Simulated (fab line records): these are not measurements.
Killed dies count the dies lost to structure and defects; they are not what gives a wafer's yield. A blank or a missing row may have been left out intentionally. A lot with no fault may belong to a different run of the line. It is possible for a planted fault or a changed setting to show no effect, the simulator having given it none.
Split-lot trial    flow berkeley_cmos170    5 lots, 23 wafers read, on a route of 331 steps

## ABOUT THE SPLIT
At UCB170_M1_PEB_07, the setting peb_temp_c was moved away from the recipe's 130 C on 8 of the 23 wafers read, by -1.8% to +2.6%. For the rest of the wafers, this setting stayed at what the recipe calls for.

## FROM THE SPLIT TO THE READING: what the file shows between them, 5 steps
- UCB170_M1_DEVELOP_08: develop time 45 s
- UCB170_M1_CD_MEAS_09: target cd 700 nm
- UCB170_M1_ETCH_11: etches BARC in N2/H2
- UCB170_M1_METAL_ETCH_12: etches Al in Cl2/BCl3, stops on PSG, target depth 780 nm, time 130 s (also split here: icp_w)
- UCB170_M1_STRIP_13: strips in O2

## THE READING
cd_nm at UCB170_M1_CD_MEAS_90, given in nm (cd target 700 nm). A value of 699.7 nm with a standard deviation of 2.3 nm is what fault-free wafers of this fab line usually give.

wafer   tool, chamber at the split  peb_temp_c as run, C  against the recipe  cd_nm, nm  against lot-mates on the recipe
L074.2  litho_track-04, 0           130                   recipe              694.6      -
L074.3  litho_track-04, 0           130                   recipe              701.2      -
L074.4  litho_track-04, 0           130                   recipe              698.3      -
L074.5  litho_track-04, 0           130                   recipe              698.9      -
L074.6  litho_track-04, 0           130                   recipe              696.4      -
L078.1  litho_track-01, 0           127.7                 -1.8%               712.9      +14.4
L078.3  litho_track-01, 0           127.7                 -1.8%               720.7      +22.2
L078.4  litho_track-01, 0           130                   recipe              701.9      -
L078.5  litho_track-01, 0           130                   recipe              695.2      -
L078.6  litho_track-01, 0           130                   recipe              698.5      -
L081.1  litho_track-01, 0           130                   recipe              699.6      -
L081.3  litho_track-01, 0           130                   recipe              697.7      -
L081.4  litho_track-01, 0           130                   recipe              705.0      -
L084.1  litho_track-03, 0           132.5                 +1.9%               687.9      -13.8
L084.2  litho_track-03, 0           130                   recipe              699.6      -
L084.3  litho_track-03, 0           130                   recipe              703.8      -
L084.5  litho_track-03, 0           132.5                 +1.9%               685.7      -16.0
L084.6  litho_track-03, 0           132.5                 +1.9%               684.8      -16.9
L085.1  litho_track-01, 0           133.4                 +2.6%               680.2      -21.0
L085.3  litho_track-01, 0           130                   recipe              701.1      -
L085.4  litho_track-01, 0           133.4                 +2.6%               676.8      -24.4
L085.5  litho_track-01, 0           130                   recipe              701.2      -
L085.6  litho_track-01, 0           133.4                 +2.6%               677.5      -23.7

THE FIT
A straight line over all 23 wafers: cd_nm changes by -8.23 nm for each +1% of peb_temp_c; r = -0.96; the points scatter about the line by 3 nm.
The same after taking each lot's own level away (the mean of its wafers on the recipe; 23 wafers): -8.97 nm for each +1%; r = -0.97; scatter 2.6 nm.
According to that fit, moving peb_temp_c by its largest amount changes the reading by 23 nm.
The span of the lots' own levels, 697.88 to 701.70 nm, comes to 1.7 times the standard deviation stated above.
Hence the lot-to-lot level has little effect on the slope; both slopes agree.
Check: for one of the wafers moved furthest among these (+2.6%), held out of the fit, the line's prediction against its lot-mates is -23.4 nm. Against them it came out at -21 nm.

## FURTHER SPLITS ON THESE WAFERS
These wafers also went through other splits before the reading. Each is held against what the fit with the lots' levels taken away leaves over:
other split on the same wafers        wafers away from the commonest value  r with cd_nm (lot level and that fit taken away)
UCB170_NSD_EXPOSE_03 dose_mj          11                                    -0.06
UCB170_SILICIDE_SPUTTER_01 time_s     4                                     +0.06
UCB170_CONTACT_COAT_04 resist_thk_nm  8                                     +0.20
UCB170_CONTACT_EXPOSE_12 dose_mj      10                                    +0.15
UCB170_M1_METAL_ETCH_12 icp_w         9                                     -0.45

## THE WHOLE CHAIN: every reading that the file lists as answering this split, in the file's order
step                     what it does                                                          reading                                                    change (the file's fit)               r (the file's)
UCB170_M1_CD_MEAS_09     target cd 700 nm                                                      cd_nm                                                      -8.46 nm for each +1% of the setting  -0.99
UCB170_M1_ETCH_11        etches BARC in N2/H2                                                  M1.cd_nm (the simulator's own value, which no gauge read)  -8.3 nm for each +1% of the setting   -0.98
UCB170_M1_METAL_ETCH_12  etches Al in Cl2/BCl3, stops on PSG, target depth 780 nm, time 130 s  M1.cd_nm (the simulator's own value, which no gauge read)  -8.95 nm for each +1% of the setting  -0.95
UCB170_M1_CD_MEAS_90     target cd 700 nm                                                      cd_nm                                                      -8.96 nm for each +1% of the setting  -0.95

## THE FILE'S OWN FIT
cd_nm changes by -8.96 nm for each +1% of peb_temp_c, r = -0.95.
